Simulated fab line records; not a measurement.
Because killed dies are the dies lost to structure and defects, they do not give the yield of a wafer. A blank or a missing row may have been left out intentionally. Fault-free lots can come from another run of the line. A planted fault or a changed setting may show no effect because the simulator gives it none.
Check of tool commonality ; flow berkeley cmos170 ; Lots sampled 14, wafers sampled 42

== THE REASON FOR OPENING IT ==
At UCB170_M1_CD_MEAS_09 the reading cd nm is flagged on 2 of 14 lots. No-fault wafers: 700.2 nm, standard deviation 1.5.
Rule: a lot is flagged when every wafer of it that has a number lies more than 4 standard deviations from that mean, or none has a number. The rest of the lots are taken to be sound.

lot;measured;on;cd nm (nm), wafer by wafer;flag
L659;day 7 19:11;cd sem-01;697.5 698.5 696.7;
L661;day 7 19:29;cd sem-01;698.9 699.2 700.1;
L660;day 7 21:14;cd sem-01;702.0 702.4 701.7;
L663;day 8 01:04;cd sem-01;698.6 698.9 699.9;
L664;day 8 01:40;cd sem-01;699.5 698.9 699.7;
L666;day 8 18:38;cd sem-01;700.6 700.4 700.7;
L665;day 8 19:14;cd sem-01;700.0 700.4 699.6;
L667;day 9 00:49;cd sem-01;701.5 700.5 700.5;
L668;day 9 01:05;cd sem-02;697.1 697.7 699.2;
L669;day 9 13:34;cd sem-02;700.6 700.3 699.5;
L670;day 9 20:17;cd sem-01;701.5 703.7 702.6;
L675;day 11 00:28;cd sem-01;708.6 707.6 707.0;FLAGGED
L678;day 11 17:10;cd sem-02;701.4 702.7 701.9;
L680;day 11 17:25;cd sem-02;707.8 708.4 709.5;FLAGGED
On average the flagged lots' numbers are 708.1 nm, which is +7.9 nm against the usual, or +5 standard deviations.

== WHICH TOOL RAN EACH LOT ==
The record holds 1 process step before the reading, out of a route of 331 steps. Cell contents, in order: the tool; ch with the chambers the sampled wafers went through; the start.
lot;flag;UCB170_M1_COAT_04
L659;;litho track-01 ch 0, day 7 18:00
L661;;litho track-01 ch 0, day 7 18:00
L660;;litho track-02 ch 0, day 7 20:00
L663;;litho track-02 ch 0, day 8 00:00
L664;;litho track-02 ch 0, day 8 00:00
L666;;litho track-02 ch 0, day 8 17:00
L665;;litho track-03 ch 0, day 8 18:00
L667;;litho track-02 ch 0, day 8 23:00
L668;;litho track-03 ch 0, day 9 00:00
L669;;litho track-02 ch 0, day 9 12:00
L670;;litho track-02 ch 0, day 9 19:00
L675;FLAGGED;litho track-03 ch 0, day 10 23:00
L678;;litho track-01 ch 0, day 11 15:00
L680;FLAGGED;litho track-03 ch 0, day 11 16:00
What the steps here do:
- UCB170_M1_COAT_04: resist thk 911.6 nm.
- UCB170_M1_CD_MEAS_09: target cd 700 nm.

== FLAGGED OVER TOTAL, TOOL BY TOOL (the gauges that took the reading come last) ==
step;tool;lots run;flagged;share of the flagged lots;sound lots run after its first flagged lot
UCB170_M1_COAT_04;litho track-01;3;0;none;-
UCB170_M1_COAT_04;litho track-02;7;0;none;-
UCB170_M1_COAT_04;litho track-03;4;2;all;0
UCB170_M1_CD_MEAS_09;cd sem-01;10;1;some;0
UCB170_M1_CD_MEAS_09;cd sem-02;4;1;some;0

== WHAT IS ALLOWED BY THE TABLE ==
Rows of the table that ran each flagged lot: 1, that is litho track-03 at UCB170_M1_COAT_04.
- litho track-03 at UCB170_M1_COAT_04: 2 of its 4 lots flagged. A fault beginning between L668 (day 9 00:00), its last sound lot, and L675 (day 10 23:00), its first flagged one, fits the data. Its own readings (spin speed rpm) fall more than 4 standard deviations out on all wafers of the flagged lots.
litho track-03 at UCB170_M1_COAT_04 is the single tool remaining.

== WHAT THE SIMULATOR HAD INSERTED ==
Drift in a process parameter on litho track-03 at UCB170_M1_COAT_04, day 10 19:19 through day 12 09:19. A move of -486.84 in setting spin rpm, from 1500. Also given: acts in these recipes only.
Struck lots among those shown: L675, L680. The rule given above showed the same thing.
